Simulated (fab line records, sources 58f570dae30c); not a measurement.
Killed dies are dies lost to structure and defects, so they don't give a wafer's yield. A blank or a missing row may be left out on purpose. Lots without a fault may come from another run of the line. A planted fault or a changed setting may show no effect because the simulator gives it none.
A struck lot beside a sound one | flow berkeley_cmos170 | 14 steps out of a route of 331
Sound: wafers L889.3, L889.4, L889.6. Struck: wafers L883.2, L883.4, L883.5. The cause comes at the end.
At each step with rows: each side's tool, then ch and its chambers, then its first start. Under that, the readings that differ: sound wafers | struck wafers | difference of the means | sigmas: that difference in standard deviations of wafers without a fault.
alike: readings whose means differ by less than 2 such deviations, and words and numbers that are the same on both sides. not compared: withheld readings, readings that some wafer has no value for, bounds like >300 that may hide the same value, and numbers for which the record gives no deviation and whose values overlap.
The two part at a step that has a row with sigmas, a row that says differs or no value, or rows on one side only. Numbers that don't overlap but have no deviation are shown without sigmas and don't part them. A reading that every wafer of one side lacks parts them only if that side has two wafers or more.

first, 3 steps without rows for these wafers: UCB170_ACTIVE_CLEAN_00 (cleans in SPM, time 600 s); UCB170_ACTIVE_CLEAN_01 (cleans in dHF, time 60 s); UCB170_ACTIVE_OXIDATION_02 (target thk 26.4 nm, ox time 1260 s).
UCB170_ACTIVE_THK_MEAS_03:
  sound on film_metro-01, day 8 02:29; struck on film_metro-04, day 6 21:08
  alike: ACTIVE_OXIDE_THK
then, 2 steps without rows for these wafers: UCB170_ACTIVE_ANNEAL_04 (time 900 s); UCB170_ACTIVE_CVD_05 (deposits Si3N4 from SiH2Cl2/NH3, target thk 220 nm, time 3300 s).
UCB170_ACTIVE_THK_MEAS_06:
  sound on film_metro-04, day 8 08:32; struck on film_metro-04, day 7 04:25
  alike: ACTIVE_NITRIDE_THK
then, 5 steps without rows for these wafers: UCB170_ACTIVE_HMDS_07 (prime time 60 s); UCB170_ACTIVE_COAT_08 (resist thk 900 nm); UCB170_ACTIVE_SOFTBAKE_09 (time 60 s); UCB170_ACTIVE_EXPOSE_10 (exposes mask ACTIVE, target cd 1200 nm); UCB170_ACTIVE_PEB_11.
UCB170_ACTIVE_DEVELOP_12: develop time 45 s.
  sound on litho_track-03 ch 0, day 8 09:00; struck on litho_track-02, day 7 05:00
  no value came back on the struck wafers for chill_plate_temp_C (C), develop_time_s (s); on the sound wafers chill_plate_temp_C (C) reads 22.93 23.00 22.98
  reading                                 | sound             | struck            | difference | sigmas
  model.KrF_of_ACTIVE_COAT_08.thk_nm (nm) | 888.2 885.9 885.5 | 897.5 898.4 900.9 | +12.4      |
UCB170_ACTIVE_CD_MEAS_13: target cd 1200 nm.
  sound on cd_sem-01, day 8 09:35; struck on cd_sem-02, day 7 05:19
  reading    | sound                | struck | difference                    | sigmas
  cd_nm (nm) | 1199.2 1198.8 1198.8 | - - -  | no value on the struck wafers |

WHERE THEY PART
First at UCB170_ACTIVE_DEVELOP_12; last, within this record, at UCB170_ACTIVE_CD_MEAS_13.

WHY: what the simulator had put in
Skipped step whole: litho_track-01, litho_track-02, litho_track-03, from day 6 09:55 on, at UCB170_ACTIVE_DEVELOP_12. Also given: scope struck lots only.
